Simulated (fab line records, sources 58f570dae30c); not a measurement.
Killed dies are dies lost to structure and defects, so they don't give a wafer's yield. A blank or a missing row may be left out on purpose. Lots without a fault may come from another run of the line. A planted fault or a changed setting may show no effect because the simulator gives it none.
fab line records | flow berkeley_cmos170
record lots=14 wafers=42 last_day=14
route steps=331 shown NVT@112 PLDD@149 PSD@181
lots that met no fault: from a run of the same line without faults
start_h: hours from the record's first day to the start of the lot's first wafer shown | wait_h: hours since the lot's step before | " the same as in the row above | L1.1+2: a row that stands for several wafers | - no value, or no start given | * or withheld: withheld | < > ~ a bound
route shown NAME@n: a module of which the file shows steps, and the number in the route of the first | usual: mean/standard deviation of fault-free wafers | same: alike in all rows | chamber/n: place in a boat | sites: the reading at each site | _std_site: their standard deviation | _edge_site: outer sites' mean less inner sites' | radius_mm: how far each site lies from the wafer's centre | mask NAME#n: copy n | behind: the tool/chamber that last shaped the wafer | hold: why the lot was held/for how many hours/how that ended | device: the transistor (n, p or np) that didn't switch | end of line: the same wafers' tests at the end of the route | a step without rows: its recipe alone | killed: dies lost to structure and defects at the first sort, not the wafer's yield | map: a wafer's dies, x killed, . not, _ none there
set.NAME: the setting as run; set.NAME@STEP: as run at that earlier step | model.NAME: the simulator's own value behind a step, which no gauge read
steps of the route over a sample of lots; a table a step, a row a wafer
services: from which hour (start_h, from the record's first day; less than 0 if before it) a tool's chamber was out of use, for how many hours, and why
## steps
# step UCB170_NVT_STRIP_08
# recipe chemistry=O2 power_w=400 pressure_mtorr=3500 platen_temp_c=withheld o2_flow_sccm=400 overash_fraction=0.5
# usual drypump_motor_current_A=6.0/0.52 oes_product_au=0.735/0.0046 strip_time_to_endpoint_s=21.93/0.062
# columns lot.wafer tool chamber start_h wait_h drypump_motor_current_A oes_product_au rf_hours_counter_h strip_time_to_endpoint_s
L907.3 plasma_asher-04 0 123.78 0.1 6.5 0.733 - 21.89
L907.4 " 1 " " 6.1 0.742 - 21.88
L907.5 " 1 " " 6.1 0.731 - 21.89
L906.1 plasma_asher-01 0 123.98 0.1 6.3 0.738 35 21.87
L906.2 " 1 " " 5.2 0.730 35 21.81
L906.6 " 1 " " 5.2 0.741 - 21.85
L908.3 plasma_asher-04 1 143.44 0.1 6.1 0.735 - 21.85
L908.5 " 0 " " 6.5 0.731 - 21.86
L908.6 " 1 " " 6.1 0.739 - 21.87
L909.1 plasma_asher-04 0 152.18 0.1 6.5 0.737 4 22.00
L909.2 " 1 " " 6.1 0.732 4 21.99
L909.3 " 1 " " 6.1 0.736 - 21.99
L910.1 plasma_asher-01 0 152.39 0.1 6.3 0.732 38 21.93
L910.3 " 0 " " 6.3 0.728 - 22.03
L910.4 " 1 " " 5.2 0.739 - 22.01
L911.1 plasma_asher-02 0 152.54 0.1 5.8 0.729 44 21.83
L911.3 " 0 " " 5.8 0.736 - 21.84
L911.6 " 1 " " 6.5 0.732 - 21.92
L912.2 plasma_asher-02 0 169.60 0.1 5.7 0.740 45 21.93
L912.5 " 1 " " 6.5 0.735 - 21.86
L912.6 " 0 " " 5.7 0.737 - 21.86
L913.2 plasma_asher-01 0 169.88 0.1 6.3 0.730 40 21.83
L913.5 " 1 " " 5.2 0.737 - 21.88
L913.6 " 0 " " 6.3 0.729 - 21.93
L914.1 plasma_asher-02 0 170.12 0.1 5.8 0.738 45 21.95
L914.4 " 0 " " 5.8 0.733 - 21.92
L914.6 " 1 " " 6.6 0.739 - 21.96
L920.4 plasma_asher-02 1 210.21 0.1 6.5 0.734 - 21.97
L920.5 " 1 " " 6.5 0.734 - 22.02
L920.6 " 0 " " 5.8 0.738 - 21.96
L922.1 plasma_asher-01 0 210.38 0.2 6.3 0.738 46 22.01
L922.2 " 1 " " 5.2 0.729 46 21.98
L922.3 " 0 " " 6.3 0.738 - 21.98
L925.1 plasma_asher-02 0 233.69 0.1 5.8 0.734 53 21.95
L925.2 " 1 " " 6.5 0.735 53 21.90
L925.6 " 0 " " 5.8 0.734 - 21.89
L927.1 plasma_asher-02 1 247.34 0.1 6.5 0.729 54 21.90
L927.3 " 0 " " 5.8 0.735 - 21.87
L927.5 " 1 " " 6.5 0.746 - 21.87
L928.1 plasma_asher-01 1 260.97 0.1 5.2 0.737 51 22.06
L928.3 " 0 " " 6.3 0.735 - 22.05
L928.4 " 1 " " 5.2 0.736 - 22.06
# step UCB170_PLDD_PEB_04
# recipe peb_temp_c=130 peb_time_s=withheld resist=KrF
# usual chill_plate_temp_C=23.00/0.092 heater_power_total_W=56.80/0.044 plate_temp_C=130.01/0.13
# columns lot.wafer tool chamber start_h wait_h chill_plate_temp_C heater_power_total_W plate_temp_C
L906.1 litho_track-01 0 143.05 0.5 22.97 56.86 130.11
L906.2 " 0 " " 23.07 56.80 129.95
L906.6 " 0 " " 23.09 56.74 129.88
L907.3 litho_track-03 0 143.07 0.6 22.96 56.77 129.94
L907.4 " 0 " " 22.95 56.71 130.25
L907.5 " 0 " " 22.95 56.70 129.84
L908.3 litho_track-04 0 162.69 0.1 23.21 56.87 130.10
L908.5 " 0 " " 23.07 56.82 129.83
L908.6 " 0 " " 23.07 56.77 129.85
L911.1 litho_track-01 0 169.70 0.1 22.97 56.84 130.36
L911.3 " 0 " " 23.07 56.85 130.14
L911.6 " 0 " " 22.94 56.84 130.02
L910.1 litho_track-03 0 169.93 0.3 22.92 56.81 129.80
L910.3 " 0 " " 23.05 56.84 129.99
L910.4 " 0 " " 22.88 56.82 129.88
L909.1 litho_track-04 0 170.31 0.3 22.99 56.77 130.00
L909.2 " 0 " " 22.99 56.86 129.86
L909.3 " 0 " " 23.02 56.76 129.96
L914.1 litho_track-01 0 186.38 0.3 23.07 56.82 130.11
L914.4 " 0 " " 23.12 56.79 130.00
L914.6 " 0 " " 23.08 56.76 130.20
L912.2 litho_track-04 0 186.52 0.1 22.89 56.77 130.14
L912.5 " 0 " " 23.02 56.79 130.10
L912.6 " 0 " " 22.99 56.77 130.05
L913.2 litho_track-01 0 186.92 0.1 22.99 56.80 130.13
L913.5 " 0 " " 23.09 56.80 129.92
L913.6 " 0 " " 23.15 56.80 129.82
L922.1 litho_track-03 0 229.08 0.3 22.99 61.53 138.01
L922.2 " 0 " " 23.06 61.41 137.91
L922.3 " 0 " " 23.14 61.46 138.04
L920.4 litho_track-03 0 229.45 0.1 22.94 61.42 137.87
L920.5 " 0 " " 23.00 61.39 138.05
L920.6 " 0 " " 23.05 61.45 138.18
L925.1 litho_track-01 0 263.67 0.8 23.13 56.79 129.91
L925.2 " 0 " " 23.27 56.79 129.96
L925.6 " 0 " " 22.98 56.79 129.71
L927.1 litho_track-01 0 269.67 0.1 23.07 56.79 130.00
L927.3 " 0 " " 22.87 56.73 130.14
L927.5 " 0 " " 22.97 56.77 129.98
L928.1 litho_track-04 0 279.41 0.1 23.04 56.75 130.02
L928.3 " 0 " " 23.13 56.87 130.09
L928.4 " 0 " " 23.18 56.80 129.83
# step UCB170_PLDD_CD_MEAS_06
# recipe target_cd_nm=1200
# usual cd_nm=1199.9/1.3
# columns lot.wafer tool chamber start_h wait_h cd_nm
L906.1 cd_sem-02 - 143.38 - 1201.0
L906.2 " - " " 1201.6
L906.6 " - " " 1201.3
L907.3 cd_sem-01 - 143.38 - 1198.8
L907.4 " - " " 1198.9
L907.5 " - " " 1197.9
L908.3 cd_sem-01 - 162.95 - 1197.2
L908.5 " - " " 1198.9
L908.6 " - " " 1199.1
L911.1 cd_sem-02 - 169.97 - 1201.3
L911.3 " - " " 1200.4
L911.6 " - " " 1200.5
L910.1 cd_sem-01 - 170.21 - 1198.4
L910.3 " - " " 1198.1
L910.4 " - " " 1198.5
L909.1 cd_sem-01 - 170.58 - 1199.4
L909.2 " - " " 1198.8
L909.3 " - " " 1199.4
L914.1 cd_sem-01 - 186.71 - 1201.0
L914.4 " - " " 1201.1
L914.6 " - " " 1201.2
L912.2 cd_sem-01 - 186.85 - 1201.0
L912.5 " - " " 1201.5
L912.6 " - " " 1199.9
L913.2 cd_sem-01 - 187.22 - 1199.2
L913.5 " - " " 1199.6
L913.6 " - " " 1199.9
L922.1 cd_sem-01 - 229.36 - 1239.6
L922.2 " - " " 1239.0
L922.3 " - " " 1240.0
L920.4 cd_sem-01 - 229.71 - 1238.1
L920.5 " - " " 1237.8
L920.6 " - " " 1237.3
L925.1 cd_sem-01 - 263.94 - 1201.9
L925.2 " - " " 1201.4
L925.6 " - " " 1201.2
L927.1 cd_sem-02 - 269.94 - 1198.2
L927.3 " - " " 1198.7
L927.5 " - " " 1199.4
L928.1 cd_sem-01 - 279.69 - 1200.5
L928.3 " - " " 1200.4
L928.4 " - " " 1201.5
# step UCB170_PSD_CD_MEAS_06
# recipe target_cd_nm=1200
# usual cd_nm=1199.7/1.3
# columns lot.wafer tool chamber start_h wait_h cd_nm
L906.1 cd_sem-01 - 155.11 - 1200.6
L906.2 " - " " 1199.7
L906.6 " - " " 1201.5
L907.3 cd_sem-02 - 155.23 - 1199.1
L907.4 " - " " 1200.0
L907.5 " - " " 1199.1
L908.3 cd_sem-01 - 173.09 - 1198.9
L908.5 " - " " 1198.6
L908.6 " - " " 1199.8
L911.1 cd_sem-02 - 179.53 - 1197.7
L911.3 " - " " 1197.5
L911.6 " - " " 1198.8
L910.1 cd_sem-01 - 179.63 - 1199.4
L910.3 " - " " 1201.2
L910.4 " - " " 1199.9
L909.1 cd_sem-01 - 179.81 - 1198.3
L909.2 " - " " 1196.8
L909.3 " - " " 1198.2
L914.1 cd_sem-01 - 197.76 - 1199.9
L914.4 " - " " 1199.8
L914.6 " - " " 1200.9
L913.2 cd_sem-01 - 197.90 - 1203.3
L913.5 " - " " 1202.1
L913.6 " - " " 1202.7
L912.2 cd_sem-01 - 198.02 - 1197.9
L912.5 " - " " 1197.2
L912.6 " - " " 1199.1
L922.1 cd_sem-01 - 242.91 - 1201.0
L922.2 " - " " 1200.6
L922.3 " - " " 1199.7
L920.4 cd_sem-01 - 243.25 - 1198.7
L920.5 " - " " 1200.2
L920.6 " - " " 1200.0
L925.1 cd_sem-02 - 273.33 - 1197.2
L925.2 " - " " 1198.0
L925.6 " - " " 1199.3
L927.1 cd_sem-02 - 282.08 - 1200.5
L927.3 " - " " 1199.1
L927.5 " - " " 1199.9
L928.1 cd_sem-01 - 290.76 - 1199.0
L928.3 " - " " 1198.8
L928.4 " - " " 1199.5
## services
# columns tool chamber start_h hours kind
plasma_asher-01 - 105.83 2.8 pm
plasma_asher-04 - 108.75 9.0 pm
plasma_asher-04 0 108.75 9.0 vent_cycle
plasma_asher-04 1 108.75 9.0 vent_cycle
plasma_asher-04 0 117.75 - clean
plasma_asher-04 1 117.75 - clean
plasma_asher-04 - 175.63 13.4 pm
plasma_asher-04 - 191.73 26.1 repair
plasma_asher-02 - 237.30 2.8 pm
plasma_asher-02 - 267.12 2.2 repair
## key
first_sign step=UCB170_PLDD_PEB_04 reading=heater_power_total_W direction=up sigmas=99+ usual=56.80 struck=61.44
effect step=UCB170_PLDD_PEB_04 reading=plate_temp_C direction=up sigmas=62 usual=* struck=*
effect step=UCB170_PLDD_CD_MEAS_06 reading=cd_nm direction=up sigmas=30 usual=1199.9 struck=1238.6
met_at UCB170_PLDD_PEB_04
struck_lots L920,L922
tester_left_out L920,L922
not_acting_at UCB170_NVT_STRIP_08,UCB170_PSD_CD_MEAS_06
fault kind=process_parameter_drift tool=litho_track-03 chamber=- onset_h=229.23 steps=UCB170_PLDD_PEB_04 channel=peb_temp_c offset=* shape=step end_h=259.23 acts_in=* stated=*
# tester_left_out: of these lots the tester's yield and bins aren't shown, on N5 and GAA mostly nor the transistor test; their killed dies are dies lost to structure and defects alone, not to doping, threshold or leakage, so they don't give the yield
